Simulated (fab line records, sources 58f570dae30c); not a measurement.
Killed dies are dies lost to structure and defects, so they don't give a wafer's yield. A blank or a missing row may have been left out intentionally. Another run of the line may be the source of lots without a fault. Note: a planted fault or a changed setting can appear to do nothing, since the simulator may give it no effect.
Which tool is to blame? + flow berkeleyCmos170 + 42 wafers sampled from 14 lots at 1 step of a route of 331

## WHAT THE GAUGES READ, wafer by wafer
No reading from a measuring or inspecting step in the record can be judged against a usual standard deviation.

## WHICH TOOL RAN EACH LOT (tool, then ch and the chambers of the sampled wafers, then the start)
| lot  | UCB170_CONTACT_ETCH_18            |
|------|-----------------------------------|
| L124 | rieDiel-04 ch 0,3, day 6 23:00    |
| L123 | rieDiel-01 ch 1,2,3, day 6 23:00  |
| L122 | rieDiel-04 ch 0,1,3, day 7 00:00  |
| L125 | rieDiel-04 ch 0,1,2, day 8 02:00  |
| L127 | rieDiel-01 ch 0,2,3, day 8 03:00  |
| L130 | rieDiel-04 ch 1,2,3, day 8 21:00  |
| L129 | rieDiel-01 ch 0,1,3, day 8 22:00  |
| L131 | rieDiel-03 ch 0,1,2, day 9 15:00  |
| L132 | rieDiel-01 ch 0,1, day 9 16:00    |
| L136 | rieDiel-01 ch 0,3, day 9 20:00    |
| L135 | rieDiel-04 ch 0,1,3, day 9 21:00  |
| L138 | rieDiel-03 ch 1,2,3, day 10 19:00 |
| L137 | rieDiel-01 ch 1,2,3, day 10 20:00 |
| L142 | rieDiel-01 ch 2,3, day 11 11:00   |
- UCB170_CONTACT_ETCH_18: etches PSG in CHF3/CF4/Ar, stops on TiSi2, target depth 840 nm, time 195 s.

## AS READ BY THE TOOLS THEMSELVES (means over the sampled wafers that have a number; for cases with no such wafer, the mark the record gives instead)
UCB170_CONTACT_ETCH_18.
| lot  | tool       | drypumpMotorCurrentA (A) | oesProductAu (a.u.) | throttleValvePct (%) |
|------|------------|--------------------------|---------------------|----------------------|
| L124 | rieDiel-04 | 6.0                      | 0.887               | 7.00                 |
| L123 | rieDiel-01 | 5.9                      | 0.891               | 6.92                 |
| L122 | rieDiel-04 | 6.0                      | 0.899               | 6.94                 |
| L125 | rieDiel-04 | 5.6                      | 0.892               | 6.92                 |
| L127 | rieDiel-01 | 6.1                      | 0.896               | 6.84                 |
| L130 | rieDiel-04 | 5.9                      | 0.896               | 6.86                 |
| L129 | rieDiel-01 | 6.2                      | 0.899               | 6.87                 |
| L131 | rieDiel-03 | 5.4                      | 0.885               | 6.97                 |
| L132 | rieDiel-01 | 6.1                      | 0.887               | 6.96                 |
| L136 | rieDiel-01 | 6.3                      | 0.899               | 6.78                 |
| L135 | rieDiel-04 | 6.0                      | 0.891               | 6.93                 |
| L138 | rieDiel-03 | 5.7                      | 0.879               | 6.91                 |
| L137 | rieDiel-01 | 5.9                      | 0.844               | 6.92                 |
| L142 | rieDiel-01 | 5.7                      | 0.847               | 6.89                 |

## THE ANSWER, worked out from the rows above alone
Rule: what is usual is taken from the lots themselves. The widest of any qualifying gaps counts: lots, ordered by their means at a reading, are off when they make up no more than a third of the lots, leave a main group of 4 or more, and stand apart from it by 3 or more times the standard deviation of that group's means. A main group whose means are all the same, to the digits that the tables above print for the reading, isn't used. Also off: a lot with no number at a reading for which 4 or more lots have one. The other lots that the step has rows for count as sound. After the gauges, taken in route order, come the tools' own readings; for these a lot's mean is taken, as printed above. The first step at which some lot is off is used, and at that step the reading that is off furthest; a lot without a number counts as furthest.
Off: L137, L142, at UCB170_CONTACT_ETCH_18 (oesProductAu). Mean 0.892 a.u. and standard deviation 0.0061 in the main group.
If a tool, at that step or one of the process steps before it, ran each lot that is off and ran no sound lot following the first of them, it fits. One fits: rieDiel-01 at UCB170_CONTACT_ETCH_18. Its last sound lot is L136 (day 9 20:00), its first lot that is off L137 (day 10 20:00): a fault that began between those two fits.
The tool's own readings at UCB170_CONTACT_ETCH_18 bear it out: on the lots that are off they differ by more than 5 times the standard deviation of the sound lots' means. oesProductAu reads 0.845 a.u. there against 0.892 a.u. on the sound lots.

## WHAT WAS PUT IN BY THE SIMULATOR
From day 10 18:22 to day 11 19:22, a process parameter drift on rieDiel-01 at UCB170_CONTACT_ETCH_18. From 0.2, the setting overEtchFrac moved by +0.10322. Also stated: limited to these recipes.
Lots struck among those shown: L137, L142. Same finding as the rule above.
